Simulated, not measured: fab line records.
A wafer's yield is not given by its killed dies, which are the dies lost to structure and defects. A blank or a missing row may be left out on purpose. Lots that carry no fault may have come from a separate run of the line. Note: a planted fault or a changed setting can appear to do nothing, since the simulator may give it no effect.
What tool caused it?    flow berkeley cmos170    14 lots with 41 wafers sampled at 2 steps, on a route of 331 steps

== WHAT EACH GAUGE READ, for each wafer ==
UCB170_M2_THK_MEAS_03: measures by xrf.
lot   measured      on             M2_AL_THK (nm)
L375  day 6 21:25   film metro-01  923 908 924
L376  day 7 09:59   film metro-02  912 908 915
L379  day 7 23:53   film metro-04  919 917 908
L378  day 7 23:41   film metro-02  896 897 896
L381  day 8 23:03   film metro-02  917 907 913
L382  day 9 08:53   film metro-04  912 920 915
L383  day 8 23:17   film metro-01  907 902 913
L384  day 9 08:57   film metro-02  914 915 917
L385  day 9 20:04   film metro-01  918 904 917
L386  day 10 07:57  film metro-04  914 916 909
L390  day 11 04:01  film metro-01  923 916 926
L392  day 11 03:25  film metro-02  907 910
L396  day 12 03:35  film metro-02  913 922 916
L397  day 12 03:01  film metro-02  923 923 916

== TOOL THAT RAN EACH LOT (tool first, then ch and the chambers of the sampled wafers, then the start) ==
lot   UCB170_NWELL_WET_ETCH_00
L375  wet bench-01 ch 0, day 1 17:25
L376  wet bench-01 ch 0, day 1 22:54
L379  wet bench-03 ch 3, day 2 13:48
L378  wet bench-03 ch 3, day 2 14:21
L381  wet bench-02 ch 0, day 3 05:17
L382  wet bench-03 ch 2, day 3 09:35
L383  wet bench-01 ch 1, day 3 15:02
L384  wet bench-02 ch 3, day 3 15:22
L385  wet bench-01 ch 0, day 3 21:47
L386  wet bench-02 ch 0, day 4 06:01
L390  wet bench-01 ch 2, day 4 22:52
L392  wet bench-01 ch 3, day 5 08:53
L396  wet bench-03 ch 1, day 6 03:47
L397  wet bench-03 ch 2, day 6 08:23
- UCB170_NWELL_WET_ETCH_00: etches SiO2 in dHF, time 200 s.

== WHAT THE TOOLS THEMSELVES READ (means of the sampled wafers that have a number; where no wafer has one, the mark that the record gives instead) ==
The record holds no such reading with a usual standard deviation.

== THE ANSWER, worked out from the rows above alone ==
Rule: the lots themselves supply what counts as usual. The widest of any qualifying gaps counts: lots, ordered by their means at a reading, are off when they make up no more than a third of the lots, leave a main group of 4 or more, and stand apart from it by 3 or more times the standard deviation of that group's means. A main group whose means are all the same, to the digits that the tables above print for the reading, isn't used. Also off: a lot with no number at a reading for which 4 or more lots have one. The other lots that the step has rows for count as sound. First the gauges in route order, then the tools' own readings, where a lot's mean is used as printed above. The first step at which some lot is off is used, and at that step the reading that is off furthest; a lot without a number counts as furthest.
Across all readings shown, no lot is off: no conclusion can be drawn from this.

== WHAT THE SIMULATOR HAD PUT IN ==
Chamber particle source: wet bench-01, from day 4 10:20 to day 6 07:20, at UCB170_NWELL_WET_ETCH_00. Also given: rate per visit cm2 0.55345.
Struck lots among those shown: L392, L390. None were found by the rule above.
